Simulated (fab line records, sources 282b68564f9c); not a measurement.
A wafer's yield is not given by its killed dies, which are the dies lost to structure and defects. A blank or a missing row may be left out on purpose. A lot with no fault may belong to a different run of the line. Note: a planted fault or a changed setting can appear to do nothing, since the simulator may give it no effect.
fab line records + flow rit-cmos
[record]
- lots = 5
- wafers = 23
route steps=202 shown M1@196
start-h: hours from the record's first day to the start of the lot's first wafer shown + wait-h: hours since the lot's step before + " repeats the value in the row above + L1.1+2: a single row standing in for several wafers + - no value, or no start given + * or withheld: withheld + < > ~ a bound
route shown NAME@n: NAME is a module with steps in the file, n the number in the route of the first one + usual: mean/standard deviation taken from wafers without a fault + same: alike in all rows + chamber/n: place in a boat + sites: per-site readings + _std_site: how widely they spread, as a standard deviation + _edge_site: outer sites' mean less inner sites' + radius-mm: how far each site lies from the wafer's centre + mask NAME#n: copy n + behind: tool/chamber where the wafer was last shaped + hold: why the lot was held/for how many hours/how that ended + device: which transistor (n, p or np) failed to switch + end of line: the tests these same wafers got at the end of their route + where a step has no rows: the recipe by itself + killed: not the wafer's yield, but the dies lost to structure and defects at the first sort + map: the dies of a wafer, with x for killed, . for not killed, _ for no die there
set.NAME: setting as actually run; set.NAME@STEP: the setting as run at that earlier step + model.NAME: the simulator's own value behind a step, which no gauge read
one table per step and one row per wafer, for lots whose settings were changed on purpose
[[steps]]
[step RIT_M1_METAL_ETCH_12]
[recipe]
- stop-on = SiO2
- chemistry = Cl2/BCl3
- target = Al
- time-s = 165
- over-etch-frac = 0.5
- pressure-mtorr = 100
- target-depth-a = 6000
- rf-w = 250
- Cl2_flow_sccm = 60
- bcl3-flow-sccm = 50
| lot.wafer | tool         | chamber | start-h | wait-h | set.time-s | set.time-s@CONTACT_CVD_00 | set.dose-mj@M1_EXPOSE_06 | model.M1.cd-nm | model.SiO2_of_CONTACT_CVD_00.thk-nm |
|-----------|--------------|---------|---------|--------|------------|---------------------------|--------------------------|----------------|-------------------------------------|
| L075.2    | rie-metal-01 | 0       | 66.68   | 0.2    | 144        | 61                        | 250                      | 2599           | -                                   |
| L075.3    | "            | 0       | "       | "      | 144        | 61                        | 267.5                    | 2580           | -                                   |
| L075.4    | "            | 1       | "       | "      | 165        | 61                        | 250                      | 2600           | -                                   |
| L075.5    | "            | 1       | "       | "      | 165        | 61                        | 250                      | 2597           | 363.6                               |
| L075.6    | "            | 0       | "       | "      | 165        | 61                        | 267.5                    | 2578           | 370.6                               |
| L076.1    | rie-metal-02 | 0       | 69.31   | 0.2    | 165        | 58.64                     | 250                      | 2600           | 339.9                               |
| L076.2    | "            | 1       | "       | "      | 172.4      | 58.64                     | 250                      | 2595           | 347.4                               |
| L076.3    | "            | 1       | "       | "      | 172.4      | 61                        | 250                      | 2593           | 359.8                               |
| L076.4    | "            | 0       | "       | "      | 172.4      | 61                        | 250                      | 2599           | 366.2                               |
| L076.5    | "            | 0       | "       | "      | 165        | 61                        | 250                      | 2600           | 360.3                               |
| L080.1    | rie-metal-03 | 0       | 89.89   | 0.2    | 165        | 61                        | 250                      | 2596           | 363.3                               |
| L080.2    | "            | 1       | "       | "      | 165        | 61                        | 250                      | 2599           | 365.4                               |
| L080.4    | "            | 1       | "       | "      | 165        | 61                        | 250                      | 2599           | 366                                 |
| L084.1    | rie-metal-01 | 1       | 110.69  | 0.2    | 165        | 61                        | 250                      | 2600           | -                                   |
| L084.2    | "            | 0       | "       | "      | 165        | 67.16                     | 261                      | 2586           | 398.2                               |
| L084.3    | "            | 0       | "       | "      | 165        | 67.16                     | 250                      | 2598           | -                                   |
| L084.4    | "            | 1       | "       | "      | 165        | 61                        | 261                      | 2586           | 366.8                               |
| L084.5    | "            | 0       | "       | "      | 165        | 67.16                     | 261                      | 2584           | -                                   |
| L085.1    | rie-metal-02 | 0       | 120.23  | 0.2    | 157.7      | 70.11                     | 250                      | 2606           | -                                   |
| L085.2    | "            | 1       | "       | "      | 165        | 61                        | 250                      | 2600           | 352                                 |
| L085.4    | "            | 1       | "       | "      | 157.7      | 61                        | 265.9                    | 2582           | -                                   |
| L085.5    | "            | 0       | "       | "      | 157.7      | 70.11                     | 265.9                    | 2587           | 423.1                               |
| L085.6    | "            | 1       | "       | "      | 165        | 61                        | 265.9                    | 2582           | 370.7                               |
[step RIT_M1_STRIP_13]
[recipe]
- chemistry = nmp
- resist = NOVOLAK
- temp-c = 80
- time-s = 600
- dry = n2-spin
[step RIT_M1_STRIP_14]
[recipe]
- chemistry = O2
- time-s = 180
- platen-temp-c = withheld
- power-w = 500
- pressure-mtorr = 4000
- o2-flow-sccm = 4000
[step RIT_M1_CD_MEAS_90]
[recipe]
- target-cd-nm = 2600
[usual]
- cd-nm = 2598/3.6
| lot.wafer | tool      | chamber | start-h | wait-h | set.dose-mj@M1_EXPOSE_06 | cd-nm |
|-----------|-----------|---------|---------|--------|--------------------------|-------|
| L075.2    | cd-sem-02 | -       | 67.21   | 0.1    | 250                      | 2600  |
| L075.3    | "         | -       | "       | "      | 267.5                    | 2580  |
| L075.4    | "         | -       | "       | "      | 250                      | 2600  |
| L075.5    | "         | -       | "       | "      | 250                      | 2597  |
| L075.6    | "         | -       | "       | "      | 267.5                    | 2578  |
| L076.1    | cd-sem-02 | -       | 69.83   | 0.1    | 250                      | 2600  |
| L076.2    | "         | -       | "       | "      | 250                      | 2595  |
| L076.3    | "         | -       | "       | "      | 250                      | 2593  |
| L076.4    | "         | -       | "       | "      | 250                      | 2599  |
| L076.5    | "         | -       | "       | "      | 250                      | 2600  |
| L080.1    | cd-sem-02 | -       | 90.40   | 0.1    | 250                      | 2596  |
| L080.2    | "         | -       | "       | "      | 250                      | 2600  |
| L080.4    | "         | -       | "       | "      | 250                      | 2599  |
| L084.1    | cd-sem-01 | -       | 111.20  | 0.1    | 250                      | 2599  |
| L084.2    | "         | -       | "       | "      | 261                      | 2586  |
| L084.3    | "         | -       | "       | "      | 250                      | 2598  |
| L084.4    | "         | -       | "       | "      | 261                      | 2586  |
| L084.5    | "         | -       | "       | "      | 261                      | 2584  |
| L085.1    | cd-sem-02 | -       | 120.74  | 0.1    | 250                      | 2606  |
| L085.2    | "         | -       | "       | "      | 250                      | 2600  |
| L085.4    | "         | -       | "       | "      | 265.9                    | 2582  |
| L085.5    | "         | -       | "       | "      | 265.9                    | 2587  |
| L085.6    | "         | -       | "       | "      | 265.9                    | 2582  |
[step RIT_M1_ANNEAL_15]
[recipe]
- temp-c = 450
- time-s = 1800
- ambient = forming_gas_H2N2
[step RIT_M1_PROBE_99]
| lot.wafer | tool      | chamber | start-h | wait-h | set.tilt-deg@NLDD_IMPLANT_08 | set.time-s@CONTACT_CVD_00 | set.power-w@M1_SPUTTER_00 | set.dose-mj@M1_EXPOSE_06 | model.etest.m1.width-nm | model.etest.nmos-turned.drive-ua-um | model.etest.field-p-metal.vt-v | model.etest.m1.rs-ohm-sq |
|-----------|-----------|---------|---------|--------|------------------------------|---------------------------|---------------------------|--------------------------|-------------------------|-------------------------------------|--------------------------------|--------------------------|
| L075.2    | prober-01 | -       | 68.98   | 0.1    | 7                            | 61                        | 2137                      | 250                      | 2601                    | 312                                 | -31.84                         | 0.06815                  |
| L075.3    | prober-01 | -       | 69.03   | 0.2    | 7                            | 61                        | 2137                      | 267.5                    | 2582                    | 305.4                               | -30.34                         | 0.06892                  |
| L075.4    | prober-01 | -       | 69.08   | 0.2    | 7                            | 61                        | 2137                      | 250                      | 2603                    | 313.1                               | -30.28                         | 0.06893                  |
| L075.5    | prober-01 | -       | 69.13   | 0.2    | 7                            | 61                        | 2000                      | 250                      | 2607                    | 303.8                               | -30.25                         | 0.07231                  |
| L075.6    | prober-01 | -       | 69.18   | 0.2    | 7                            | 61                        | 2000                      | 267.5                    | 2581                    | 315.2                               | -31.17                         | 0.0724                   |
| L076.1    | prober-02 | -       | 71.57   | 0.1    | 7                            | 58.64                     | 2000                      | 250                      | 2603                    | 324.7                               | -28.67                         | 0.07406                  |
| L076.2    | prober-02 | -       | 71.62   | 0.1    | 7                            | 58.64                     | 1901                      | 250                      | 2599                    | 318                                 | -29.22                         | 0.07553                  |
| L076.3    | prober-02 | -       | 71.67   | 0.2    | 6.42                         | 61                        | 1901                      | 250                      | 2600                    | 359.2                               | -29.5                          | 0.07652                  |
| L076.4    | prober-02 | -       | 71.72   | 0.2    | 7                            | 61                        | 2000                      | 250                      | 2592                    | 318                                 | -29.58                         | 0.07214                  |
| L076.5    | prober-02 | -       | 71.77   | 0.2    | 6.42                         | 61                        | 1901                      | 250                      | 2603                    | 363.5                               | -29.4                          | 0.07602                  |
| L080.1    | prober-02 | -       | 92.14   | 0.1    | 7                            | 61                        | 2000                      | 250                      | 2590                    | 341.9                               | -29.2                          | 0.07348                  |
| L080.2    | prober-02 | -       | 92.19   | 0.1    | 7                            | 61                        | 2000                      | 250                      | 2596                    | 338.5                               | -28.91                         | 0.07469                  |
| L080.4    | prober-02 | -       | 92.29   | 0.2    | 7                            | 61                        | 2000                      | 250                      | 2597                    | 328.2                               | -29.19                         | 0.07361                  |
| L084.1    | prober-01 | -       | 112.94  | 0.1    | 7                            | 61                        | 1825                      | 250                      | 2598                    | 339.4                               | -29.82                         | 0.08027                  |
| L084.2    | prober-01 | -       | 112.99  | 0.1    | 7                            | 67.16                     | 2000                      | 261                      | 2588                    | 355.2                               | -31.74                         | 0.07137                  |
| L084.3    | prober-01 | -       | 113.04  | 0.2    | 7.985                        | 67.16                     | 1825                      | 250                      | 2598                    | 287.6                               | -32.34                         | 0.07976                  |
| L084.4    | prober-01 | -       | 113.09  | 0.2    | 7.985                        | 61                        | 2000                      | 261                      | 2584                    | 294.2                               | -29.76                         | 0.07117                  |
| L084.5    | prober-01 | -       | 113.14  | 0.2    | 7                            | 67.16                     | 1825                      | 261                      | 2584                    | 358.1                               | -32.47                         | 0.07849                  |
| L085.1    | prober-02 | -       | 122.48  | 0.1    | 7                            | 70.11                     | 1770                      | 250                      | 2606                    | 305.2                               | -31.77                         | 0.08332                  |
| L085.2    | prober-02 | -       | 122.53  | 0.1    | 7                            | 61                        | 2000                      | 250                      | 2600                    | 306.5                               | -28.06                         | 0.07276                  |
| L085.4    | prober-02 | -       | 122.63  | 0.2    | 7                            | 61                        | 1770                      | 265.9                    | 2584                    | 317.5                               | -28.9                          | 0.0821                   |
| L085.6    | prober-02 | -       | 122.73  | 0.2    | 7                            | 61                        | 2000                      | 265.9                    | 2587                    | 322.5                               | -29.62                         | 0.07306                  |
// killed by level:class
L080.1 GATE:geometric-particle:open=2 SPACER:geometric-particle:open=2 FOX2:geometric-particle:short=1 REOX:geometric-particle:open=1
L080.2 SPACER:geometric-particle:short=4 FOX1:geometric-particle:open=1 GATE:geometric-particle:open=1 GATE:geometric-particle:short=1 REOX:geometric-particle:short=1 SPACER:geometric-particle:open=1 SILICIDE:geometric-particle:short=1
L080.4 SPACER:geometric-particle:short=2 FOX1:geometric-particle:short=1 GATE:geometric-particle:short=1
[[key]]
[split]
- step = RIT_M1_METAL_ETCH_12
- setting = time-s
- stated = 165
- by = wafer
response none clear
split outside-this-file step=RIT_NLDD_IMPLANT_08 setting=tilt-deg
split outside-this-file step=RIT_CONTACT_CVD_00 setting=time-s
split outside-this-file step=RIT_M1_SPUTTER_00 setting=power-w
split outside-this-file step=RIT_M1_EXPOSE_06 setting=dose-mj
// split outside-this-file: this setting was split too, and the file shows its column; the key of that split is in another file
